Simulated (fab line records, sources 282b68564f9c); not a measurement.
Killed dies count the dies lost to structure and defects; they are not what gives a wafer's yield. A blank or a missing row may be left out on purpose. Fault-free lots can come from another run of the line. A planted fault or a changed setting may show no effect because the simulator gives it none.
2 desks, one fault :: flow rit-cmos :: numbers are kept per desk, each desk with only its own; the story behind them comes last

## AT THE TOOL OWNER'S DESK: implanter-04
RIT_NRETRO_IMPLANT_08, tool's own readings: per-lot mean of the sampled wafers with a number, covering each lot this tool ran. Marked OUT: a lot whose mean sits more than 4 standard deviations from the usual mean, which makes it out of limits; the brackets give that distance.
Columns: A = beam-energy-keV at RIT_NRETRO_IMPLANT_08, usual 69.993; B = faraday-current-uA at RIT_NRETRO_IMPLANT_08, usual 31.7
lot: L174
first seen here: day 3 12:11
A: 69.991
B: 32.1

lot: L175
first seen here: day 3 16:57
A: 69.983
B: 31.4

lot: L177
first seen here: day 4 02:47
A: 85.402 (+99 or more) OUT
B: 31.4

lot: L180
first seen here: day 4 19:10
A: 85.380 (+99 or more) OUT
B: 31.0

lot: L191
first seen here: day 7 01:41
A: 69.993
B: 31.4
This desk's verdict: out of limits on L177, L180, starting with L177 at day 4 02:47 (beam-energy-keV at RIT_NRETRO_IMPLANT_08). Within limits: L174, L175, L191.

## AT THE METROLOGY DESK
What the gauges read, lot by lot, whatever tool the lot ran on: means of the sampled wafers that have a number. Marked OUT: a lot whose mean sits more than 4 standard deviations from the usual mean, which makes it out of limits; the brackets give that distance.
Columns: A = NRETRO_TW at RIT_NRETRO_TW_MEAS_10, usual 1052
lot: L169
first seen here: day 2 11:31
A: 1046

lot: L170
first seen here: day 2 15:26
A: 1044

lot: L173
first seen here: day 3 08:42
A: 1054

lot: L174
first seen here: day 3 12:29
A: 1058

lot: L175
first seen here: day 3 17:17
A: 1056

lot: L176
first seen here: day 3 21:26
A: 1053

lot: L177
first seen here: day 4 03:06
A: 1110 (+8.7) OUT

lot: L178
first seen here: day 4 08:01
A: 1052

lot: L180
first seen here: day 4 19:30
A: 1107 (+8.2) OUT

lot: L186
first seen here: day 6 00:03
A: 1055

lot: L187
first seen here: day 6 05:20
A: 1042

lot: L188
first seen here: day 6 09:25
A: 1061

lot: L190
first seen here: day 6 20:11
A: 1051

lot: L191
first seen here: day 7 01:59
A: 1055
Per this desk, out of limits: L177, L180; the first was L177, day 4 03:06 (NRETRO_TW at RIT_NRETRO_TW_MEAS_10). Within limits: L169, L170, L173, L174, L175, L176, L178, L186, L187, L188, L190, L191.

## ALL TOGETHER
An alarm could have come from the tool owner's desk at day 4 02:47, on L177, L180.
L177, L180 would have let the metrology desk raise an alarm at day 4 03:06.
RIT_NRETRO_IMPLANT_08 was run on implanter-04 by each of the lots named.

## WHAT THE SIMULATOR HAD INSERTED
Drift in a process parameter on implanter-04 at RIT_NRETRO_IMPLANT_08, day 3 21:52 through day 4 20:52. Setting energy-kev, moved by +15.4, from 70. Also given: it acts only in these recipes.
Struck lots among those shown: L177, L180.
Fault start to first reading out of limits, in hours, per desk: tool owner, 5; metrology, 5.
